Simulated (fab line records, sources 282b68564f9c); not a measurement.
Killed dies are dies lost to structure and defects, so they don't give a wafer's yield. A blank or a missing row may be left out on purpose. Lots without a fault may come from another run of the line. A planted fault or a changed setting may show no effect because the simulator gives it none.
Which tool did it? | flow rit_cmos | 14 lots, 42 wafers sampled, at 6 steps of a route of 202

WHAT THE GAUGES READ, wafer by wafer
RIT_ACTIVE_CD_MEAS_11: target cd 1400 nm.
lot  | measured    | on        | cd_nm (nm)
L218 | day 1 14:26 | cd_sem-01 | 1400.3 1398.4 1400.1
L219 | day 1 19:34 | cd_sem-01 | 1400.4 1398.3 1396.4
L220 | day 2 00:29 | cd_sem-01 | 1398.3 1399.4 1395.2
L222 | day 2 11:38 | cd_sem-01 | 1400.8 1403.9 1403.2
L224 | day 2 20:50 | cd_sem-02 | 1397.4 1398.0 1399.9
L225 | day 3 02:35 | cd_sem-02 | 1400.5 1400.9 1398.1
L226 | day 3 07:10 | cd_sem-02 | 1399.8 1400.7 1398.3
L227 | day 3 13:28 | cd_sem-02 | 1398.4 1399.6 1399.5
L229 | day 3 21:35 | cd_sem-02 | 1399.9 1399.8 1399.4
L230 | day 4 02:26 | cd_sem-02 | 1400.0 1400.3 1398.8
L233 | day 4 18:04 | cd_sem-02 | 1399.3 1399.0 1398.0
L235 | day 5 04:11 | cd_sem-02 | 1396.4 1397.6 1396.8
L240 | day 6 05:40 | cd_sem-01 | 1401.7 1400.4 1401.8
L241 | day 6 10:09 | cd_sem-02 | 1401.9 1401.0 1399.1

RIT_PWELL_OVL_MEAS_06.
lot  | measured    | on         | PWELL_OVL (nm)
L218 | day 1 23:20 | overlay-01 | 1.8 3.9 3.1
L219 | day 2 03:35 | overlay-02 | -0.3 0.3 -0.6
L220 | day 2 13:04 | overlay-01 | 2.0 1.1 1.0
L222 | day 2 19:18 | overlay-02 | 1.4 0.9 1.1
L224 | day 3 05:58 | overlay-02 | -2.6 -3.3 -3.6
L225 | day 3 12:40 | overlay-02 | 0.1 -0.2 1.9
L226 | day 3 18:53 | overlay-02 | 0.9 0.4 2.7
L227 | day 3 22:05 | overlay-02 | -0.2 -0.1 1.5
L229 | day 4 09:07 | overlay-02 | 0.1 -1.3 -0.2
L230 | day 4 12:58 | overlay-01 | -2.3 -1.8 -1.6
L233 | day 5 05:08 | overlay-01 | -0.2 0.4 2.2
L235 | day 5 12:55 | overlay-02 | 1.6 1.6 -0.8
L240 | day 6 13:20 | overlay-02 | 1.2 0.1 0.3
L241 | day 6 21:00 | overlay-02 | 1.8 2.9 1.6

RIT_NSD_TW_MEAS_10.
lot  | measured    | on            | NSD_TW
L218 | day 3 02:38 | film_metro-02 | 3132 3132 3157
L219 | day 3 11:34 | film_metro-01 | 3116 3112 3118
L220 | day 3 15:54 | film_metro-04 | 3089 3095 3095
L222 | day 3 23:51 | film_metro-01 | 3125 3143 3116
L224 | day 4 11:15 | film_metro-01 | 3125 3115 3122
L225 | day 4 22:03 | film_metro-01 | 3118 3120 3117
L226 | day 5 00:37 | film_metro-01 | 3104 3119 3117
L227 | day 5 03:23 | film_metro-04 | 3101 3088 3102
L229 | day 5 13:47 | film_metro-01 | 3123 3123 3107
L230 | day 5 16:50 | film_metro-01 | 3203 3222 3193
L233 | day 6 08:44 | film_metro-02 | 3227 3228 3225
L235 | day 6 17:34 | film_metro-02 | 3126 3113 3121
L240 | day 7 19:01 | film_metro-02 | 3107 3117 3138
L241 | day 7 23:26 | film_metro-01 | 3130 3105 3123

RIT_SDANNEAL_RS_MEAS_05: measures by four-point-probe.
lot  | measured    | on            | NSD_RS (ohm/sq)
L218 | day 3 04:47 | film_metro-02 | 84.2 84.3 84.4
L219 | day 3 13:37 | film_metro-02 | 84.6 84.7 84.9
L220 | day 3 17:56 | film_metro-04 | 84.6 84.5 84.7
L222 | day 4 01:52 | film_metro-02 | 84.0 84.3 84.0
L224 | day 4 13:41 | film_metro-01 | 84.8 84.6 84.7
L225 | day 5 00:04 | film_metro-01 | 84.6 84.9 84.6
L226 | day 5 02:54 | film_metro-01 | 84.8 84.6 84.6
L227 | day 5 05:24 | film_metro-02 | 84.8 84.7 84.4
L229 | day 5 16:03 | film_metro-01 | 85.0 84.8 84.7
L230 | day 5 18:59 | film_metro-01 | 75.3 75.0 75.2
L233 | day 6 10:56 | film_metro-01 | 75.0 75.3 75.1
L235 | day 6 19:37 | film_metro-02 | 84.1 84.2 84.0
L240 | day 7 21:11 | film_metro-04 | 84.7 84.8 84.7
L241 | day 8 01:29 | film_metro-02 | 83.9 83.6 83.7

WHICH TOOL RAN EACH LOT (tool, then ch and the chambers of the sampled wafers, then the start)
lot  | RIT_NSD_IMPLANT_08             | RIT_PSD_STRIP_09
L218 | implanter-03 ch 0, day 3 02:19 | plasma_asher-01 ch 0,1, day 3 03:59
L219 | implanter-02 ch 0, day 3 11:15 | plasma_asher-03 ch 0,1, day 3 12:49
L220 | implanter-01 ch 0, day 3 15:35 | plasma_asher-03 ch 0,1, day 3 17:08
L222 | implanter-03 ch 0, day 3 23:31 | plasma_asher-04 ch 0,1, day 4 01:05
L224 | implanter-03 ch 0, day 4 10:56 | plasma_asher-03 ch 1, day 4 12:55
L225 | implanter-03 ch 0, day 4 21:43 | plasma_asher-03 ch 0,1, day 4 23:17
L226 | implanter-01 ch 0, day 5 00:18 | plasma_asher-03 ch 0,1, day 5 02:06
L227 | implanter-01 ch 0, day 5 03:03 | plasma_asher-01 ch 0,1, day 5 04:37
L229 | implanter-02 ch 0, day 5 13:29 | plasma_asher-01 ch 0,1, day 5 15:15
L230 | implanter-01 ch 0, day 5 16:31 | plasma_asher-03 ch 0,1, day 5 18:13
L233 | implanter-01 ch 0, day 6 08:23 | plasma_asher-01 ch 0,1, day 6 10:06
L235 | implanter-03 ch 0, day 6 17:17 | plasma_asher-03 ch 0,1, day 6 18:50
L240 | implanter-02 ch 0, day 7 18:41 | plasma_asher-04 ch 0,1, day 7 20:23
L241 | implanter-03 ch 0, day 7 23:07 | plasma_asher-04 ch 0,1, day 8 00:41
- RIT_NSD_IMPLANT_08
- RIT_PSD_STRIP_09: strips in O2, time 180 s.

WHAT THE TOOLS THEMSELVES READ (means of the sampled wafers that have a number; where no wafer has one, the mark that the record gives instead)
RIT_NSD_IMPLANT_08.
lot  | tool         | dose_ions_cm2 | faraday_current_uA
L218 | implanter-03 | 1.0015e+15    | 3130
L219 | implanter-02 | 9.9943e+14    | 3131
L220 | implanter-01 | 1.0012e+15    | 3070
L222 | implanter-03 | 9.9997e+14    | 3120
L224 | implanter-03 | 1.0000e+15    | 3158
L225 | implanter-03 | 1.0010e+15    | 3165
L226 | implanter-01 | 1.0004e+15    | 3175
L227 | implanter-01 | 9.9937e+14    | 3179
L229 | implanter-02 | 9.9990e+14    | 3162
L230 | implanter-01 | 1.1666e+15    | 3618
L233 | implanter-01 | 1.1667e+15    | 3665
L235 | implanter-03 | 1.0004e+15    | 3139
L240 | implanter-02 | 9.9900e+14    | 3195
L241 | implanter-03 | 1.0005e+15    | 3132

RIT_PSD_STRIP_09.
lot  | tool            | drypump_motor_current_A (A) | o2_flow_sccm (sccm)
L218 | plasma_asher-01 | 5.8                         | 3984
L219 | plasma_asher-03 | 5.5                         | 4001
L220 | plasma_asher-03 | 5.5                         | 4004
L222 | plasma_asher-04 | 6.1                         | 3997
L224 | plasma_asher-03 | 5.4                         | 3986
L225 | plasma_asher-03 | 5.5                         | 3996
L226 | plasma_asher-03 | 5.4                         | 4007
L227 | plasma_asher-01 | 5.6                         | 4005
L229 | plasma_asher-01 | 5.7                         | 4000
L230 | plasma_asher-03 | 5.5                         | 4001
L233 | plasma_asher-01 | 5.7                         | 4000
L235 | plasma_asher-03 | 5.5                         | 4005
L240 | plasma_asher-04 | 6.1                         | 4010
L241 | plasma_asher-04 | 6.1                         | 3991

THE ANSWER, worked out from the rows above alone
Rule: what is usual is taken from the lots themselves. Put in order of their means at a reading, lots are off if they are a third of the lots or fewer, leave a main group of 4 or more, and stand apart from it by a gap of 3 or more times the standard deviation of the main group's means; of several such gaps the widest counts. A main group whose means are all the same, to the digits that the tables above print for the reading, isn't used. A lot without any number at a reading at which 4 lots or more have one is off too. The other lots that the step has rows for count as sound. The gauges are gone through in route order, then the tools' own readings, and for those a lot's mean is taken as printed above. The first step at which some lot is off is used, and at that step the reading that is off furthest; a lot without a number counts as furthest.
Off: L230, L233, at RIT_NSD_TW_MEAS_10 (NSD_TW). The main group: mean 3117, standard deviation 12.
A tool fits if, at a process step before that reading, it ran every lot that is off, and no sound lot after the first of them. The gauges at RIT_NSD_TW_MEAS_10 aren't tried: what is off there is off at RIT_NSD_IMPLANT_08 too, on other tools, and a gauge's error can't cause that. One fits: implanter-01 at RIT_NSD_IMPLANT_08. Its last sound lot is L227 (day 5 03:03), its first lot that is off L230 (day 5 16:31): a fault that began between those two fits.
The tool's own readings at RIT_NSD_IMPLANT_08 bear it out: on the lots that are off they differ by more than 5 times the standard deviation of the sound lots' means. dose_ions_cm2 reads 1.1666e+15 there against 1.0002e+15 on the sound lots; faraday_current_uA reads 3642 there against 3146 on the sound lots.

WHAT THE SIMULATOR HAD PUT IN
Process parameter drift: implanter-01, from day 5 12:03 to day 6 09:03, at RIT_NSD_IMPLANT_08. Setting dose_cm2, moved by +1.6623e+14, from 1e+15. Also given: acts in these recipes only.
Lots struck among those shown: L230, L233. The rule above found the same.
